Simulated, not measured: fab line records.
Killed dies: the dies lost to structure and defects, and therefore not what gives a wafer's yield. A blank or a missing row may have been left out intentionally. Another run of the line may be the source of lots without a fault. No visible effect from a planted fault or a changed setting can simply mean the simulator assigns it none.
A sampling plan put to the test :: flow berkeley cmos170 :: each of the 35 faults these records tell of, on one fab line, judged from the records of the lots it struck
Plan = the line's own looks (route steps where a gauge or an inspection reads the wafer without altering it). Where struck wafers have a number at a look and the file lists that look's usual mean and standard deviation on fault-free wafers, the look can be judged. Caught: the struck wafers' mean, at a look after the fault's first step, is 4 or more of those standard deviations (sigma) away from the usual mean. On the tool: the identical test, applied to the tool's own readings at the steps of the fault. Also counted as caught: the struck wafers showing another recipe, or a record that is empty for them alone.

## THE FAULTS, as the simulator had put them in
1. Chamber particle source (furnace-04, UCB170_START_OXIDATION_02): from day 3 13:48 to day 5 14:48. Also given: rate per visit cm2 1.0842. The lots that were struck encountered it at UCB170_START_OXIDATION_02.
2. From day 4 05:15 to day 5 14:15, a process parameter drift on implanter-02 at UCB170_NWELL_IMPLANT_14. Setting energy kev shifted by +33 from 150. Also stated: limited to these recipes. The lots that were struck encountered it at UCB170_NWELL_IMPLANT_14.
3. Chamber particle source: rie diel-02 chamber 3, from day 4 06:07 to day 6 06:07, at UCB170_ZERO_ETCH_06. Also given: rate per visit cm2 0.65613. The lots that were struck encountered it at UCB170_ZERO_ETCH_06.
4. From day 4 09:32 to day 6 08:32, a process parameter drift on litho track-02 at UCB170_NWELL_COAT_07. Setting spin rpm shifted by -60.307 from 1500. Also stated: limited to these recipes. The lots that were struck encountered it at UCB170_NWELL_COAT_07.
5. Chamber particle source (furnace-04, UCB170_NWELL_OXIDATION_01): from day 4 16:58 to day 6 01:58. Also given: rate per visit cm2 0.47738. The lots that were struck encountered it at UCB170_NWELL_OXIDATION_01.
6. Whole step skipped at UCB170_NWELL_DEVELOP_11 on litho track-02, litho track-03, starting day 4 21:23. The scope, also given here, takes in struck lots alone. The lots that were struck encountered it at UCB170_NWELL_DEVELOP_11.
7. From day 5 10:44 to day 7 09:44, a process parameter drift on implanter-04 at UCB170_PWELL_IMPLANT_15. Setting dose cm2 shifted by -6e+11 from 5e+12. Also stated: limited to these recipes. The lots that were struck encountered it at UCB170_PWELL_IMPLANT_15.
8. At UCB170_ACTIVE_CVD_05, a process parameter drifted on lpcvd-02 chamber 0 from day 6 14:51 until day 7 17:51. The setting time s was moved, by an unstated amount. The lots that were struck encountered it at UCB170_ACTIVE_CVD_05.
9. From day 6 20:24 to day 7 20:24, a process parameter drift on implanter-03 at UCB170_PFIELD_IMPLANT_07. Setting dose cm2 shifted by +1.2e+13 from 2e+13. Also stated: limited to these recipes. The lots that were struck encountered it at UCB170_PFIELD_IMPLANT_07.
10. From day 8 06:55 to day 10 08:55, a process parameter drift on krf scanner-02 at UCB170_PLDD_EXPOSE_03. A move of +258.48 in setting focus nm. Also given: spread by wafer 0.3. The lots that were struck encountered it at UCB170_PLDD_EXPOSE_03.
11. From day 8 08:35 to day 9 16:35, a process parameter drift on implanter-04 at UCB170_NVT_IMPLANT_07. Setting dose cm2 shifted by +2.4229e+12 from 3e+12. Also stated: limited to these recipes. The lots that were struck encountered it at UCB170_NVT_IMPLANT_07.
12. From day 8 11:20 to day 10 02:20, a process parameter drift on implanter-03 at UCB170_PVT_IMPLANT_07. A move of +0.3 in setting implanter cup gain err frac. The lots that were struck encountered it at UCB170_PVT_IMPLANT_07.
13. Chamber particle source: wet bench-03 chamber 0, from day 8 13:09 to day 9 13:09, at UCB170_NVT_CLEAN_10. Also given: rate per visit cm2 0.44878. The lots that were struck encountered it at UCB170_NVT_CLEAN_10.
14. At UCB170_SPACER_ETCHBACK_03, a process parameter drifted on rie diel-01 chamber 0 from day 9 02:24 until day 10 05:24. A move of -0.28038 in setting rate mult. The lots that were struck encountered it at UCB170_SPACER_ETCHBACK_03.
15. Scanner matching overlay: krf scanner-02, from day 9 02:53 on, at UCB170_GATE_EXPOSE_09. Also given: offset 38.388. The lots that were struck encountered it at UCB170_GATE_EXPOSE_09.
16. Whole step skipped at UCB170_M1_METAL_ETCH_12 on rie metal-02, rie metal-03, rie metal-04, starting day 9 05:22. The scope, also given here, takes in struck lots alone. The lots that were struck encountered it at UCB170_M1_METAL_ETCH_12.
17. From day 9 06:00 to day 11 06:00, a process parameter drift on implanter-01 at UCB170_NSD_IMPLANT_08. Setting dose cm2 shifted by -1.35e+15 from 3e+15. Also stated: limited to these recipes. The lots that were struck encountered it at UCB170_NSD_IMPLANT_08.
18. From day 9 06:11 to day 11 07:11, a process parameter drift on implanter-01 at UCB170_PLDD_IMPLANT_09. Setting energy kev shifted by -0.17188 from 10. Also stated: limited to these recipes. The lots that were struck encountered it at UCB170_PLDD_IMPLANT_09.
19. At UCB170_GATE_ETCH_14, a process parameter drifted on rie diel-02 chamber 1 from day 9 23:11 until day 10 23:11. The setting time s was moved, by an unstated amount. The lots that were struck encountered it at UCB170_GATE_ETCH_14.
20. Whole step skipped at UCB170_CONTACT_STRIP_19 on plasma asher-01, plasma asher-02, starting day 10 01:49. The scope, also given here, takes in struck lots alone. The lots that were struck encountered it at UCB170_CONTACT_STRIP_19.
21. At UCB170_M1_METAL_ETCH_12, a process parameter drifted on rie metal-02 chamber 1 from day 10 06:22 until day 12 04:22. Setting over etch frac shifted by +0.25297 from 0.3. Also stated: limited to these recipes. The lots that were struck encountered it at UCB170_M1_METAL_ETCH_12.
22. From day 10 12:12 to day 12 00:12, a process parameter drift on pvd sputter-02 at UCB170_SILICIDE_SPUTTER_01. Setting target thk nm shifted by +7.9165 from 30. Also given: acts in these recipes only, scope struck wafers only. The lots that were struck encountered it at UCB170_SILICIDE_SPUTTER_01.
23. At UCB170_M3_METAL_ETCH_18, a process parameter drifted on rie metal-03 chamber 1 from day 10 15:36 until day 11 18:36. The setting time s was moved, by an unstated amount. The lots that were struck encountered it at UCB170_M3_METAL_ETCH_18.
24. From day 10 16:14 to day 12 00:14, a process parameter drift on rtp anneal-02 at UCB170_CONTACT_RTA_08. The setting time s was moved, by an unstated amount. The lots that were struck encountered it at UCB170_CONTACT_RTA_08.
25. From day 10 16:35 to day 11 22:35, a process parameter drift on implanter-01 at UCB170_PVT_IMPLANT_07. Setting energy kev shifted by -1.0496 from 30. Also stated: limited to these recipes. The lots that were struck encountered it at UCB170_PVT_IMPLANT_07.
26. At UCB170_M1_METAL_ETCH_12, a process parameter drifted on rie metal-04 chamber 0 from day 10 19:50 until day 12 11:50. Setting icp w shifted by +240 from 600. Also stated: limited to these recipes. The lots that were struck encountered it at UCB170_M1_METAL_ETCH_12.
27. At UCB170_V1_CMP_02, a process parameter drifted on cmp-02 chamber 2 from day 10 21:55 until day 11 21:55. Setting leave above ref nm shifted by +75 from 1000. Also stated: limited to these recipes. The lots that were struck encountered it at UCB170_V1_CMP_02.
28. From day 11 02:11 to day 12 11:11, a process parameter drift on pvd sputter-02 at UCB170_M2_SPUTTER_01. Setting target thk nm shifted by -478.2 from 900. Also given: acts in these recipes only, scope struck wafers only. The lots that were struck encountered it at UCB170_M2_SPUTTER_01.
29. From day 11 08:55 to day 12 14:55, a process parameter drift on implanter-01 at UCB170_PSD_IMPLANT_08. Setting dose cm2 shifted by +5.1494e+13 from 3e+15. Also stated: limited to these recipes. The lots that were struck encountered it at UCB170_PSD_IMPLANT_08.
30. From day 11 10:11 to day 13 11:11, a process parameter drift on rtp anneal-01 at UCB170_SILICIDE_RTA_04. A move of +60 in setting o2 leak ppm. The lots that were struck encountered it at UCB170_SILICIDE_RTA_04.
31. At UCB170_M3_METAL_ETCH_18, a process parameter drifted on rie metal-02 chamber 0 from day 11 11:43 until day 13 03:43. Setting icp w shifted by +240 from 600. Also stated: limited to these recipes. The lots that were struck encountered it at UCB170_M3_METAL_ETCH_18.
32. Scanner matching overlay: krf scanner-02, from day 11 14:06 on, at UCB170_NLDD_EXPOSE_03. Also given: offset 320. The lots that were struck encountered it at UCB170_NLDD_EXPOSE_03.
33. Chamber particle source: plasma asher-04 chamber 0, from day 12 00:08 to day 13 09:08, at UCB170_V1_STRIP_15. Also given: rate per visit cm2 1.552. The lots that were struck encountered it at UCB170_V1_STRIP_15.
34. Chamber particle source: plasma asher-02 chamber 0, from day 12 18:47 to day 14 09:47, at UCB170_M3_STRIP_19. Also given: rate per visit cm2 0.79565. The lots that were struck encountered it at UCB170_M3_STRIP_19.
35. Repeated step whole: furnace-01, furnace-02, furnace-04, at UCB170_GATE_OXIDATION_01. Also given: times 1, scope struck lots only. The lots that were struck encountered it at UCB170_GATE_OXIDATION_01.

## WHAT THE PLAN SAW
fault: 1
on the tool itself: under 2 sigma
first look that catches it: none of the 2 looks that can be judged after it
reading, sigma: -
median hours from its first step to that look: -
hours from the fault's start to the first struck lot there: -
judged looks passed uncaught: 2

fault: 2
on the tool itself: beam energy keV +99 or beyond sigma
first look that catches it: UCB170_NWELL_TW_MEAS_16
reading, sigma: NWELL_TW +5.4
median hours from its first step to that look: 0.2
hours from the fault's start to the first struck lot there: 4
judged looks passed uncaught: 0

fault: 3
on the tool itself: under 2 sigma
first look that catches it: none of the 2 looks that can be judged after it
reading, sigma: -
median hours from its first step to that look: -
hours from the fault's start to the first struck lot there: -
judged looks passed uncaught: 2

fault: 4
on the tool itself: spin speed rpm -55 sigma
first look that catches it: none of the 2 looks that can be judged after it
reading, sigma: -
median hours from its first step to that look: -
hours from the fault's start to the first struck lot there: -
judged looks passed uncaught: 2

fault: 5
on the tool itself: under 2 sigma
first look that catches it: none of the 2 looks that can be judged after it
reading, sigma: -
median hours from its first step to that look: -
hours from the fault's start to the first struck lot there: -
judged looks passed uncaught: 2

fault: 6
on the tool itself: no reading that can be judged
first look that catches it: no look after it can be judged
reading, sigma: -
median hours from its first step to that look: -
hours from the fault's start to the first struck lot there: -
judged looks passed uncaught: 0

fault: 7
on the tool itself: dose ions cm2 -95 sigma
first look that catches it: UCB170_PWELL_TW_MEAS_17
reading, sigma: PWELL_TW -4.1
median hours from its first step to that look: 0.2
hours from the fault's start to the first struck lot there: 6
judged looks passed uncaught: 0

fault: 8
on the tool itself: under 2 sigma
first look that catches it: UCB170_ACTIVE_THK_MEAS_06
reading, sigma: ACTIVE_NITRIDE_THK -6.8
median hours from its first step to that look: 2.0
hours from the fault's start to the first struck lot there: 8
judged looks passed uncaught: 0

fault: 9
on the tool itself: dose ions cm2 +99 or beyond sigma
first look that catches it: UCB170_PFIELD_TW_MEAS_09
reading, sigma: PFIELD_TW +15
median hours from its first step to that look: 0.2
hours from the fault's start to the first struck lot there: 6
judged looks passed uncaught: 0

fault: 10
on the tool itself: no reading that can be judged
first look that catches it: none of the 3 looks that can be judged after it
reading, sigma: strongest: cd nm at UCB170_PLDD_CD_MEAS_06, +3.6
median hours from its first step to that look: -
hours from the fault's start to the first struck lot there: -
judged looks passed uncaught: 3

fault: 11
on the tool itself: dose ions cm2 +99 or beyond sigma
first look that catches it: UCB170_NVT_TW_MEAS_09
reading, sigma: NVT_TW +23
median hours from its first step to that look: 0.2
hours from the fault's start to the first struck lot there: 4
judged looks passed uncaught: 0

fault: 12
on the tool itself: faraday current uA +16 sigma
first look that catches it: UCB170_PVT_TW_MEAS_09
reading, sigma: PVT_TW -9.4
median hours from its first step to that look: 0.3
hours from the fault's start to the first struck lot there: 3
judged looks passed uncaught: 0

fault: 13
on the tool itself: no reading that can be judged
first look that catches it: not the one look that can be judged after it
reading, sigma: -
median hours from its first step to that look: -
hours from the fault's start to the first struck lot there: -
judged looks passed uncaught: 1

fault: 14
on the tool itself: oes product au -8.0 sigma
first look that catches it: no look after it can be judged
reading, sigma: -
median hours from its first step to that look: -
hours from the fault's start to the first struck lot there: -
judged looks passed uncaught: 0

fault: 15
on the tool itself: no reading that can be judged
first look that catches it: UCB170_GATE_OVL_MEAS_13
reading, sigma: GATE_OVL +6.4
median hours from its first step to that look: 0.6
hours from the fault's start to the first struck lot there: 4
judged looks passed uncaught: 0

fault: 16
on the tool itself: the tool's record is blank for the struck wafers
first look that catches it: no look after it can be judged
reading, sigma: -
median hours from its first step to that look: -
hours from the fault's start to the first struck lot there: -
judged looks passed uncaught: 0

fault: 17
on the tool itself: dose ions cm2 -99 or beyond sigma
first look that catches it: UCB170_NSD_TW_MEAS_10
reading, sigma: NSD_TW -5.6
median hours from its first step to that look: 0.2
hours from the fault's start to the first struck lot there: 11
judged looks passed uncaught: 0

fault: 18
on the tool itself: beam energy keV -55 sigma
first look that catches it: no look after it can be judged
reading, sigma: -
median hours from its first step to that look: -
hours from the fault's start to the first struck lot there: -
judged looks passed uncaught: 0

fault: 19
on the tool itself: under 2 sigma
first look that catches it: no look after it can be judged
reading, sigma: -
median hours from its first step to that look: -
hours from the fault's start to the first struck lot there: -
judged looks passed uncaught: 0

fault: 20
on the tool itself: no reading that can be judged
first look that catches it: not the one look that can be judged after it
reading, sigma: -
median hours from its first step to that look: -
hours from the fault's start to the first struck lot there: -
judged looks passed uncaught: 1

fault: 21
on the tool itself: oes product au -5.3 sigma
first look that catches it: no look after it can be judged
reading, sigma: -
median hours from its first step to that look: -
hours from the fault's start to the first struck lot there: -
judged looks passed uncaught: 0

fault: 22
on the tool itself: under 2 sigma
first look that catches it: UCB170_SILICIDE_RS_MEAS_02
reading, sigma: SILICIDE_TI_RS -21
median hours from its first step to that look: 0.0
hours from the fault's start to the first struck lot there: 17
judged looks passed uncaught: 0

fault: 23
on the tool itself: run length s +5.7 sigma
first look that catches it: no look after it can be judged
reading, sigma: -
median hours from its first step to that look: -
hours from the fault's start to the first struck lot there: -
judged looks passed uncaught: 0

fault: 24
on the tool itself: under 2 sigma
first look that catches it: none of the 8 looks that can be judged after it
reading, sigma: -
median hours from its first step to that look: -
hours from the fault's start to the first struck lot there: -
judged looks passed uncaught: 8

fault: 25
on the tool itself: beam energy keV -99 or beyond sigma
first look that catches it: no look after it can be judged
reading, sigma: -
median hours from its first step to that look: -
hours from the fault's start to the first struck lot there: -
judged looks passed uncaught: 0

fault: 26
on the tool itself: rf fwd power W +99 or beyond sigma
first look that catches it: UCB170_M1_CD_MEAS_90
reading, sigma: cd nm -6.7
median hours from its first step to that look: 0.2
hours from the fault's start to the first struck lot there: 16
judged looks passed uncaught: 0

fault: 27
on the tool itself: under 2 sigma
first look that catches it: UCB170_V1_THK_MEAS_04
reading, sigma: V1_POLISHED_THK +67
median hours from its first step to that look: 0.4
hours from the fault's start to the first struck lot there: 16
judged looks passed uncaught: 0

fault: 28
on the tool itself: under 2 sigma
first look that catches it: UCB170_M2_RS_MEAS_02
reading, sigma: M2_AL_RS +99 or beyond
median hours from its first step to that look: 0.1
hours from the fault's start to the first struck lot there: 28
judged looks passed uncaught: 0

fault: 29
on the tool itself: dose ions cm2 +16 sigma
first look that catches it: not the one look that can be judged after it
reading, sigma: strongest: PSD_RS at UCB170_SDANNEAL_RS_MEAS_02, -2.9
median hours from its first step to that look: -
hours from the fault's start to the first struck lot there: -
judged looks passed uncaught: 1

fault: 30
on the tool itself: chamber o2 ppm +99 or beyond sigma
first look that catches it: no look after it can be judged
reading, sigma: -
median hours from its first step to that look: -
hours from the fault's start to the first struck lot there: -
judged looks passed uncaught: 0

fault: 31
on the tool itself: rf fwd power W +99 or beyond sigma
first look that catches it: UCB170_M3_CD_MEAS_90
reading, sigma: cd nm -7.4
median hours from its first step to that look: 0.3
hours from the fault's start to the first struck lot there: 30
judged looks passed uncaught: 0

fault: 32
on the tool itself: no reading that can be judged
first look that catches it: UCB170_NLDD_OVL_MEAS_07
reading, sigma: NLDD_OVL +63
median hours from its first step to that look: 1.1
hours from the fault's start to the first struck lot there: 15
judged looks passed uncaught: 0

fault: 33
on the tool itself: under 2 sigma
first look that catches it: not the one look that can be judged after it
reading, sigma: -
median hours from its first step to that look: -
hours from the fault's start to the first struck lot there: -
judged looks passed uncaught: 1

fault: 34
on the tool itself: under 2 sigma
first look that catches it: no look after it can be judged
reading, sigma: -
median hours from its first step to that look: -
hours from the fault's start to the first struck lot there: -
judged looks passed uncaught: 0

fault: 35
on the tool itself: under 2 sigma
first look that catches it: UCB170_GATE_THK_MEAS_02
reading, sigma: GATE_OXIDE_THK +32
median hours from its first step to that look: 5.1
hours from the fault's start to the first struck lot there: -
judged looks passed uncaught: 0
A dash: the fault is not caught, or the number is missing from these records.

Caught at a look: 15 of 35. Caught on the tool: 17 of 35. By one or the other: 24 of 35.
On the tool alone, faults 4, 14, 16, 18, 21, 23, 25, 29, 30 were caught.
Caught at a look alone: faults 8, 15, 22, 27, 28, 32, 35.
Caught by neither: faults 1, 3, 5, 6, 10, 13, 19, 20, 24, 33, 34.

## THINNER SAMPLING
In the worst case, this is how late the first struck lot would be measured if the look that catches a fault measured only every second or every third lot, by lot number:
fault: 2
struck lots at that look, in order of time: L811, L815
every lot: 4 h
every second lot: may miss all 2
every third lot: may miss all 2

fault: 7
struck lots at that look, in order of time: L860, L863
every lot: 6 h
every second lot: 25 h
every third lot: may miss all 2

fault: 8
struck lots at that look, in order of time: L720
every lot: 8 h
every second lot: may miss it
every third lot: may miss it

fault: 9
struck lots at that look, in order of time: L617, L615
every lot: 6 h
every second lot: may miss all 2
every third lot: may miss all 2

fault: 11
struck lots at that look, in order of time: L842, L843
every lot: 4 h
every second lot: 31 h
every third lot: may miss all 2

fault: 12
struck lots at that look, in order of time: L188, L191
every lot: 3 h
every second lot: 30 h
every third lot: may miss all 2

fault: 15
struck lots at that look, in order of time: L302, L300, L305
every lot: 4 h
every second lot: 43 h
every third lot: may miss all 3

fault: 17
struck lots at that look, in order of time: L735, L732
every lot: 11 h
every second lot: 45 h
every third lot: may miss all 2

fault: 22
struck lots at that look, in order of time: L169, L174
every lot: 17 h
every second lot: 26 h
every third lot: may miss all 2

fault: 26
struck lots at that look, in order of time: L930, L935
every lot: 16 h
every second lot: 29 h
every third lot: may miss all 2

fault: 27
struck lots at that look, in order of time: L439, L443
every lot: 16 h
every second lot: may miss all 2
every third lot: may miss all 2

fault: 28
struck lots at that look, in order of time: L211
every lot: 28 h
every second lot: may miss it
every third lot: may miss it

fault: 31
struck lots at that look, in order of time: L262
every lot: 30 h
every second lot: may miss it
every third lot: may miss it

fault: 32
struck lots at that look, in order of time: L429, L430
every lot: 15 h
every second lot: 16 h
every third lot: may miss all 2
Hours are from the fault's start to the first struck lot that is measured. The limit of 4 sigma was tested on all struck wafers together, so one lot alone may lie under it. Other struck lots may not be in these records.

## THE LONGEST TIMED WAY FROM STEP TO LOOK
In fault 35, a median of 5.1 hours elapses between UCB170_GATE_OXIDATION_01 and UCB170_GATE_THK_MEAS_02. No look between them can be judged.
